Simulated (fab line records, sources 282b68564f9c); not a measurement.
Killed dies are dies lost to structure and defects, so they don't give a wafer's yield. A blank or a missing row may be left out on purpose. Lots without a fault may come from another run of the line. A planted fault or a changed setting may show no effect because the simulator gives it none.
fab line records | flow rit_cmos
record lots=5 wafers=23
route steps=202 shown M1@184
start_h: hours from the record's first day to the start of the lot's first wafer shown | wait_h: hours since the lot's step before | " the same as in the row above | L1.1+2: a row that stands for several wafers | - no value, or no start given | * or withheld: withheld | < > ~ a bound
route shown NAME@n: a module of which the file shows steps, and the number in the route of the first | usual: mean/standard deviation of fault-free wafers | same: alike in all rows | chamber/n: place in a boat | sites: the reading at each site | _std_site: their standard deviation | _edge_site: outer sites' mean less inner sites' | radius_mm: how far each site lies from the wafer's centre | mask NAME#n: copy n | behind: the tool/chamber that last shaped the wafer | hold: why the lot was held/for how many hours/how that ended | device: the transistor (n, p or np) that didn't switch | end of line: the same wafers' tests at the end of the route | a step without rows: its recipe alone | killed: dies lost to structure and defects at the first sort, not the wafer's yield | map: a wafer's dies, x killed, . not, _ none there
set.NAME: the setting as run; set.NAME@STEP: as run at that earlier step | model.NAME: the simulator's own value behind a step, which no gauge read
lots whose settings were changed on purpose; a table a step, a row a wafer
## steps
# step RIT_M1_SPUTTER_00
# recipe material=Al target_thk_nm=400 power_w=2000 chamber_pressure_pa=0.4 gas=Ar time_s=500 substrate_temp_c=25
# columns lot.wafer tool chamber start_h wait_h set.power_w model.Al_of_M1_SPUTTER_00.thk_nm
L074.2 pvd_sputter-01 - 55.81 0.0 2089 420
L074.3 " - " " 2000 401.5
L074.4 " - " " 2000 395.4
L074.5 " - " " 2089 419
L074.6 " - " " 2089 411.5
L075.1 pvd_sputter-03 - 59.83 0.0 2000 407.1
L075.5 " - " " 2000 399.3
L075.6 " - " " 2000 405.9
L077.1 pvd_sputter-03 - 69.16 0.0 2000 407.2
L077.3 " - " " 2000 406.2
L077.4 " - " " 2000 414.6
L077.5 " - " " 2000 411.7
L077.6 " - " " 2000 412.6
L080.1 pvd_sputter-01 - 86.78 0.0 2000 403.6
L080.2 " - " " 2000 400.2
L080.4 " - " " 1842 372.5
L080.5 " - " " 2000 406.2
L080.6 " - " " 1842 369.2
L085.2 pvd_sputter-02 - 107.03 0.0 2000 389.6
L085.3 " - " " 2211 440.2
L085.4 " - " " 2000 395.4
L085.5 " - " " 2211 438.3
L085.6 " - " " 2000 399.8
# step RIT_M1_RS_MEAS_01
# recipe thk_meas_gauge=four-point-probe reads=Al_of_M1_SPUTTER_00
# usual M1_AL_RS=0.0729/0.00099
# columns lot.wafer tool chamber start_h wait_h set.power_w@M1_SPUTTER_00 M1_AL_RS[ohm/sq]
L074.2 film_metro-01 - 56.12 0.2 2089 0.0697
L074.3 " - " " 2000 0.0731
L074.4 " - " " 2000 0.0742
L074.5 " - " " 2089 0.0701
L074.6 " - " " 2089 0.0712
L075.1 film_metro-02 - 60.12 0.1 2000 0.0722
L075.5 " - " " 2000 0.0735
L075.6 " - " " 2000 0.0725
L077.1 film_metro-01 - 69.46 0.1 2000 0.0721
L077.3 " - " " 2000 0.0723
L077.4 " - " " 2000 0.0707
L077.5 " - " " 2000 0.0711
L077.6 " - " " 2000 0.0711
L080.1 film_metro-01 - 87.08 0.1 2000 0.0727
L080.2 " - " " 2000 0.0733
L080.4 " - " " 1842 0.0789
L080.5 " - " " 2000 0.0722
L080.6 " - " " 1842 0.0795
L085.2 film_metro-01 - 107.34 0.2 2000 0.0753
L085.3 " - " " 2211 0.0665
L085.4 " - " " 2000 0.0742
L085.5 " - " " 2211 0.0668
L085.6 " - " " 2000 0.0734
# step RIT_M1_THK_MEAS_02
# recipe thk_meas_gauge=xrf reads=Al_of_M1_SPUTTER_00
# usual M1_AL_THK=399/6.2
# columns lot.wafer tool chamber start_h wait_h set.power_w@M1_SPUTTER_00 M1_AL_THK[nm]
L074.2 film_metro-01 - 56.23 0.1 2089 416
L074.3 " - " " 2000 397
L074.4 " - " " 2000 391
L074.5 " - " " 2089 414
L074.6 " - " " 2089 410
L075.1 film_metro-02 - 60.24 0.1 2000 407
L075.5 " - " " 2000 398
L075.6 " - " " 2000 401
L077.1 film_metro-01 - 69.58 0.1 2000 404
L077.3 " - " " 2000 402
L077.4 " - " " 2000 409
L077.5 " - " " 2000 411
L077.6 " - " " 2000 408
L080.1 film_metro-01 - 87.20 0.1 2000 402
L080.2 " - " " 2000 395
L080.4 " - " " 1842 370
L080.5 " - " " 2000 402
L080.6 " - " " 1842 365
L085.2 film_metro-01 - 107.45 0.1 2000 384
L085.3 " - " " 2211 436
L085.4 " - " " 2000 391
L085.5 " - " " 2211 432
L085.6 " - " " 2000 396
# step RIT_M1_COAT_04
# recipe resist=NOVOLAK spin_rpm=2000 resist_thk_nm=1300
# columns lot.wafer tool chamber start_h wait_h set.resist_thk_nm model.NOVOLAK_of_M1_COAT_04.thk_nm
L074.2 litho_track-01 0 56.46 0.1 1361 1360
L074.3 " 0 " " 1300 1298
L074.4 " 0 " " 1300 1295
L074.5 " 0 " " 1361 1355
L074.6 " 0 " " 1300 1296
L075.1 litho_track-04 0 60.45 0.1 1300 1300
L075.5 " 0 " " 1300 1297
L075.6 " 0 " " 1300 1306
L077.1 litho_track-03 0 69.79 0.1 1300 1302
L077.3 " 0 " " 1300 1299
L077.4 " 0 " " 1256 1262
L077.5 " 0 " " 1256 1260
L077.6 " 0 " " 1256 1254
L080.1 litho_track-04 0 87.41 0.1 1300 1301
L080.2 " 0 " " 1300 1306
L080.4+6 " 0 " " 1261 -
L080.5 " 0 " " 1261 1266
L085.2+6 litho_track-03 0 107.68 0.1 1244 1250
L085.3 " 0 " " 1244 -
L085.4 " 0 " " 1300 1307
L085.5 " 0 " " 1300 -
# step RIT_M1_SOFTBAKE_05
# recipe resist=NOVOLAK temp_c=90 time_s=60
# step RIT_M1_EXPOSE_06
# recipe mask_id=M12 na=0.6 source_shape=conventional sigma_outer=0.5 target_cd_nm=2600 dose_mj=250
# step RIT_M1_HARDBAKE_11
# recipe resist=NOVOLAK temp_c=140 time_s=120
# columns lot.wafer tool chamber start_h wait_h set.resist_thk_nm@M1_COAT_04 model.NOVOLAK_of_M1_COAT_04.thk_nm
L074.2 litho_track-04 0 57.36 0.1 1361 1188
L074.3 " 0 " " 1300 1135
L074.4+6 " 0 " " 1300 1133
L074.5 " 0 " " 1361 1184
L075.1 litho_track-01 0 61.34 0.0 1300 1137
L075.5 " 0 " " 1300 1134
L075.6 " 0 " " 1300 1142
L077.1 litho_track-03 0 70.67 0.0 1300 1139
L077.3 " 0 " " 1300 1136
L077.4 " 0 " " 1256 1104
L077.5 " 0 " " 1256 1102
L077.6 " 0 " " 1256 1098
L080.1 litho_track-01 0 88.29 0.0 1300 1138
L080.2 " 0 " " 1300 1142
L080.4+6 " 0 " " 1261 -
L080.5 " 0 " " 1261 1108
L085.2+6 litho_track-03 0 108.58 0.1 1244 1094
L085.3 " 0 " " 1244 -
L085.4 " 0 " " 1300 1143
L085.5 " 0 " " 1300 -
# step RIT_M1_METAL_ETCH_12
# recipe stop_on=SiO2 chemistry=Cl2/BCl3 target=Al time_s=165 over_etch_frac=0.5 pressure_mtorr=100 target_depth_a=6000 rf_w=250 Cl2_flow_sccm=60 bcl3_flow_sccm=50
# usual oes_product_au=0.781/0.011
# columns lot.wafer tool chamber start_h wait_h set.rf_w set.power_w@M1_SPUTTER_00 set.resist_thk_nm@M1_COAT_04 oes_product_au model.NOVOLAK_of_M1_COAT_04.thk_nm
L074.2 rie_metal-04 1 57.57 0.2 250 2089 1361 0.787 855.5
L074.3 " 1 " " 239.6 2000 1300 0.773 816.9
L074.4 " 0 " " 250 2000 1300 0.764 803.8
L074.5 " 1 " " 250 2089 1361 0.792 853.1
L074.6 " 0 " " 239.6 2089 1300 0.788 820.6
L075.1 rie_metal-01 1 61.59 0.2 250 2000 1300 0.778 816.6
L075.5 " 1 " " 250 2000 1300 0.770 814.5
L075.6 " 0 " " 250 2000 1300 0.781 796.5
L077.1 rie_metal-04 0 70.92 0.2 250 2000 1300 0.770 811.5
L077.3 " 0 " " 250 2000 1300 0.772 808.9
L077.4 " 0 " " 250 2000 1256 0.786 779.5
L077.5 " 0 " " 250 2000 1256 0.789 776
L077.6 " 0 " " 250 2000 1256 0.772 773.1
L080.1 rie_metal-04 0 88.54 0.2 250 2000 1300 0.766 816.2
L080.2 " 0 " " 250 2000 1300 0.769 818.8
L080.4 " 0 " " 278.8 1842 1261 0.745 -
L080.5 " 0 " " 278.8 2000 1261 0.777 748.9
L080.6 " 0 " " 250 1842 1261 0.734 -
L085.2 rie_metal-02 0 108.79 0.2 250 2000 1244 0.777 769.2
L085.3 " 1 " " 278.5 2211 1244 0.826 -
L085.4 " 0 " " 250 2000 1300 0.787 819.3
L085.5 " 0 " " 250 2211 1300 0.838 -
L085.6 " 1 " " 278.5 2000 1244 0.782 720.1
## key
split step=RIT_M1_SPUTTER_00 setting=power_w stated=2000 by=wafer
response step=RIT_M1_SPUTTER_00 reading=model.Al_of_M1_SPUTTER_00.thk_nm change=+4.16 per=1% r=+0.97
response step=RIT_M1_RS_MEAS_01 reading=M1_AL_RS change=-0.000759 per=1% r=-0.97
response step=RIT_M1_THK_MEAS_02 reading=M1_AL_THK change=+4.15 per=1% r=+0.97
response step=RIT_M1_METAL_ETCH_12 reading=oes_product_au change=+0.00447 per=1% r=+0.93
split step=RIT_M1_COAT_04 setting=resist_thk_nm stated=1300 by=wafer
response step=RIT_M1_COAT_04 reading=model.NOVOLAK_of_M1_COAT_04.thk_nm change=+12.8 per=1% r=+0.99
response step=RIT_M1_HARDBAKE_11 reading=model.NOVOLAK_of_M1_COAT_04.thk_nm change=+11 per=1% r=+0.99
response step=RIT_M1_METAL_ETCH_12 reading=model.NOVOLAK_of_M1_COAT_04.thk_nm change=+12.3 per=1% r=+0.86
split step=RIT_M1_METAL_ETCH_12 setting=rf_w stated=250 by=wafer
response step=RIT_M1_METAL_ETCH_12 reading=model.NOVOLAK_of_M1_COAT_04.thk_nm slope=-3.79 per=1% together_with=resist_thk_nm@M1_COAT_04 explained=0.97
